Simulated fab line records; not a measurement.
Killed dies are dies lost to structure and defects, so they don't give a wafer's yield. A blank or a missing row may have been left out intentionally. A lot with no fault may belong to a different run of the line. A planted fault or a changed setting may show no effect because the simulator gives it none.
2 desks, one fault -- flow ritCmos -- every desk sees just its own numbers, and what lay behind them comes last

## AT THE TOOL OWNER'S DESK: implanter-04
RIT_NLDD_IMPLANT_08, tool's own readings: per-lot mean of the sampled wafers with a number, covering each lot this tool ran. Marked OUT: a lot whose mean sits more than 4 standard deviations from the usual mean, which makes it out of limits; the brackets give that distance.
Columns: A = doseIonsCm2 at RIT_NLDD_IMPLANT_08, usual 5e+14; B = faradayCurrentUA at RIT_NLDD_IMPLANT_08, usual 1576
lot,first seen here,A,B
L170,day 2 18:31,5e+14,1572
L173,day 3 07:28,5e+14,1606
L176,day 3 23:53,5e+14,1574
L178,day 4 10:05,7e+14 (+99 or more) OUT,2213 (+20) OUT
L182,day 5 07:02,7e+14 (+99 or more) OUT,2271 (+22) OUT
This desk's finding: out of limits on L178, L182; first on L178, day 4 10:05 (doseIonsCm2 at RIT_NLDD_IMPLANT_08). L170, L173, L176 stayed within limits.

## METROLOGY DESK
What the gauges read, lot by lot, whatever tool the lot ran on: means of the sampled wafers that have a number. Marked OUT: a lot whose mean sits more than 4 standard deviations from the usual mean, which makes it out of limits; the brackets give that distance.
Columns: A = NLDD_TW at RIT_NLDD_TW_MEAS_10, usual 2502; B = NLDD_RS at RIT_SDANNEAL_RS_MEAS_07, usual 151.3 ohm/sq
lot,first seen here,A,B
L170,day 2 18:50,2482,151.6
L171,day 2 23:40,2520,151.5
L172,day 3 04:37,2478,151.4
L173,day 3 07:47,2528,151.1
L176,day 4 00:11,2504,151.3
L178,day 4 10:25,2703 (+13) OUT,113.9 (-75) OUT
L182,day 5 07:20,2714 (+13) OUT,113.8 (-75) OUT
L185,day 5 20:02,2497,151.6
L186,day 6 01:28,2489,151.3
L187,day 6 08:59,2528,151.2
L190,day 6 22:28,2497,151.1
L191,day 7 02:12,2512,151.7
L192,day 7 08:17,2499,151.4
L193,day 7 14:29,2495,151.3
Finding of this desk: L178, L182 out of limits, first seen on L178 at day 4 10:25 (NLDD_TW at RIT_NLDD_TW_MEAS_10). L170, L171, L172, L173, L176, L185, L186, L187, L190, L191, L192, L193 stayed within limits.

## ALL TOGETHER
An alarm could have come from the tool owner's desk at day 4 10:05, on L178, L182.
On L178, L182, the metrology desk was in a position to raise an alarm at day 4 10:25.
On implanter-04, each named lot ran RIT_NLDD_IMPLANT_08.

## WHAT THE SIMULATOR PUT IN
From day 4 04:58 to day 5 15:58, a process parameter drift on implanter-04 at RIT_NLDD_IMPLANT_08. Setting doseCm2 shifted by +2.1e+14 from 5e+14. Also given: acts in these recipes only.
Struck lots among those shown: L178, L182.
Time in hours from fault onset to the first out-of-limits reading at each desk: tool owner's desk 5, metrology desk 5.
